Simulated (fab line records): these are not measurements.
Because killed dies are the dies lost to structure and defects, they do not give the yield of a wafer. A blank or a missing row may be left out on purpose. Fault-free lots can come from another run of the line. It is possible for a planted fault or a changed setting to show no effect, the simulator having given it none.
Check of tool commonality ; flow berkeleyCmos170 ; Lots sampled 14, wafers sampled 42

THE REASON FOR OPENING IT
2 of 14 lots carry a flag on the reading WELLDRIVE_OXIDE_THK at UCB170_WELLDRIVE_THK_MEAS_02. Wafers without a fault read 199 nm, standard deviation 3.5.
Rule: a lot is flagged when every wafer of it that has a number lies more than 4 standard deviations from that mean, or none has a number. The other lots count as sound.

lot;measured;on;WELLDRIVE_OXIDE_THK (nm), wafer by wafer;flag
L921;day 4 07:56;filmMetro-01;199 199 197;
L922;day 4 07:57;filmMetro-03;200 196 200;
L924;day 4 20:11;filmMetro-02;196 199 195;
L926;day 5 03:09;filmMetro-03;203 199 202;
L927;day 5 13:29;filmMetro-03;229 228 227;FLAGGED
L928;day 5 13:30;filmMetro-01;233 231 236;FLAGGED
L933;day 6 16:00;filmMetro-03;195 191 192;
L936;day 7 02:40;filmMetro-03;200 200 199;
L938;day 7 12:56;filmMetro-02;197 196 198;
L940;day 7 19:40;filmMetro-01;196 198 196;
L939;day 7 19:40;filmMetro-03;197 203 200;
L941;day 8 13:28;filmMetro-03;202 203 202;
L942;day 8 13:29;filmMetro-02;202 201 197;
L943;day 9 00:39;filmMetro-03;195 201 194;
Average over the flagged lots: 231 nm; offset from the usual +32 nm, equal to +9 standard deviations.

TOOL THAT RAN EACH LOT
The record holds 1 process step before the reading, out of a route of 331 steps. Read each cell as the tool, then ch plus the chambers that the sampled wafers visited, then the start.
lot;flag;UCB170_WELLDRIVE_OXIDATION_01
L921;;furnace-02 ch 0, day 4 04:26
L922;;furnace-02 ch 0, day 4 04:26
L924;;furnace-01 ch 0, day 4 16:41
L926;;furnace-02 ch 0, day 4 23:38
L927;FLAGGED;furnace-02 ch 0, day 5 09:59
L928;FLAGGED;furnace-02 ch 0, day 5 09:59
L933;;furnace-04 ch 0, day 6 12:28
L936;;furnace-04 ch 0, day 6 23:08
L938;;furnace-01 ch 0, day 7 09:26
L940;;furnace-04 ch 0, day 7 16:10
L939;;furnace-04 ch 0, day 7 16:10
L941;;furnace-02 ch 0, day 8 09:58
L942;;furnace-02 ch 0, day 8 09:58
L943;;furnace-02 ch 0, day 8 21:09
These steps, and what they do:
- UCB170_WELLDRIVE_OXIDATION_01: target thk 199 nm, ox time 9000 s.
- UCB170_WELLDRIVE_THK_MEAS_02

FLAGGED OVER TOTAL, TOOL BY TOOL (the gauges that took the reading come last)
step;tool;lots run;flagged;share of the flagged lots;sound lots run after its first flagged lot
UCB170_WELLDRIVE_OXIDATION_01;furnace-01;2;0;none;-
UCB170_WELLDRIVE_OXIDATION_01;furnace-02;8;2;all;3 (L941,L942,L943)
UCB170_WELLDRIVE_OXIDATION_01;furnace-04;4;0;none;-
UCB170_WELLDRIVE_THK_MEAS_02;filmMetro-01;3;1;some;1 (L940)
UCB170_WELLDRIVE_THK_MEAS_02;filmMetro-02;3;0;none;-
UCB170_WELLDRIVE_THK_MEAS_02;filmMetro-03;8;1;some;5 (L933,L936,L939,L941,L943)

THE TABLE: WHAT IT ALLOWS
In the table, 1 row covers all flagged lots: furnace-02 at UCB170_WELLDRIVE_OXIDATION_01.
- furnace-02 at UCB170_WELLDRIVE_OXIDATION_01: 2 of its 8 lots flagged. Sound lots ran on it after the first flagged one (L941, L942, L943), which a lasting fault on the whole tool wouldn't allow. Its own readings lie more than 4 standard deviations out on every wafer of the flagged lots: spikeTcCentreC, spikeTcLoadC, spikeTcSourceC, tubeCenterTempC, tube_center_temp_C_max.
None of the table's rows ran every flagged lot and, after the first, no sound lot.

WHAT THE SIMULATOR HAD INSERTED
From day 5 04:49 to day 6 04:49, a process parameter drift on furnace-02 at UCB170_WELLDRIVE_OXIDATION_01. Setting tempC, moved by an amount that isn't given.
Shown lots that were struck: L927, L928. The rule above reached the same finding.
